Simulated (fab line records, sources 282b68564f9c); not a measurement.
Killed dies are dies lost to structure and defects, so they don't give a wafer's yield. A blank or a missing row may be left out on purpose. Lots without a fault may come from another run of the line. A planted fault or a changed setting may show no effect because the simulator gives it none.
Problem report in the 8D (eight disciplines) form, filled by code | flow rit_cmos | the parts of the form that need people (team, actions taken, sign-off) are left out

1. THE PROBLEM
spin_speed_rpm at RIT_NRETRO_COAT_01 reads a mean of 1905.1 rpm on 6 wafers of 2 lots; wafers without a fault read 1999.9 rpm with a standard deviation of 1.6. That is -59 standard deviations from the usual mean.
The step: resist thk 1300 nm.
First seen on wafer L899.1, day 5 19:13, on litho_track-03. The record holds 18 wafers of 6 lots with a number at this step. Rule for "out", or "out of limits": more than 4 standard deviations from the usual mean. The other wafers with a number count as sound.

2. WHAT IT IS AND WHAT IT IS NOT
question                    | is                     | is not
which readings at this step | spin_speed_rpm         | resist_line_temp_C
which lots                  | L899, L900             | L890, L891, L902, L904
which wafers of those lots  | all that have a number | -
read on which tools         | litho_track-03         | litho_track-01, litho_track-02
when                        | from day 5 19:13       | up to then (6 sound wafers); but 6 sound wafers of L902, L904 came after

3. SUSPECTS, AND WHAT RULES EACH OUT
Counting: a tool at a process step up to the reading stays a suspect if it ran every lot that is out and no sound lot after the first of them.
- litho_track-03 at RIT_NRETRO_COAT_01 (resist thk 1300 nm): kept. It ran every lot that is out, first L899 (day 5 19:13), and no sound lot after that; its last sound lot up to then is L891 (day 4 09:42). Its own readings are out on those wafers: spin_speed_rpm.
Left after counting: litho_track-03 at RIT_NRETRO_COAT_01.

4. THE CAUSE (what the simulator had put in)
Process parameter drift: litho_track-03, from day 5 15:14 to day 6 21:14, at RIT_NRETRO_COAT_01. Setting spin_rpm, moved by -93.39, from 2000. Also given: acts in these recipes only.
Counting left only this tool.

5. THE CHAIN OF EFFECTS, in route order
Each row: a reading whose mean over the struck wafers that have a number lies more than 3 standard deviations from the usual. Only readings for which the record gives a usual standard deviation are gone through. hours: the time from each lot's start at the first step in this table that gives one to its start at this step, as a median over the lots. sigmas: the change in usual standard deviations.
hours | step               | reading        | usual      | on struck wafers | change | sigmas
0     | RIT_NRETRO_COAT_01 | spin_speed_rpm | 1999.9 rpm | 1905.1           | -94.8  | -59
The process steps in it:
- RIT_NRETRO_COAT_01: resist thk 1300 nm.
Later measuring or inspecting steps at which every struck wafer that the step has a row for has a number for every such reading, and none has moved that far: RIT_NRETRO_OVL_MEAS_06.

6. WHAT WOULD HAVE CAUGHT IT SOONER
In this record the first reading out of limits was taken at day 5 19:13, 4 hours after the fault began at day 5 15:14.
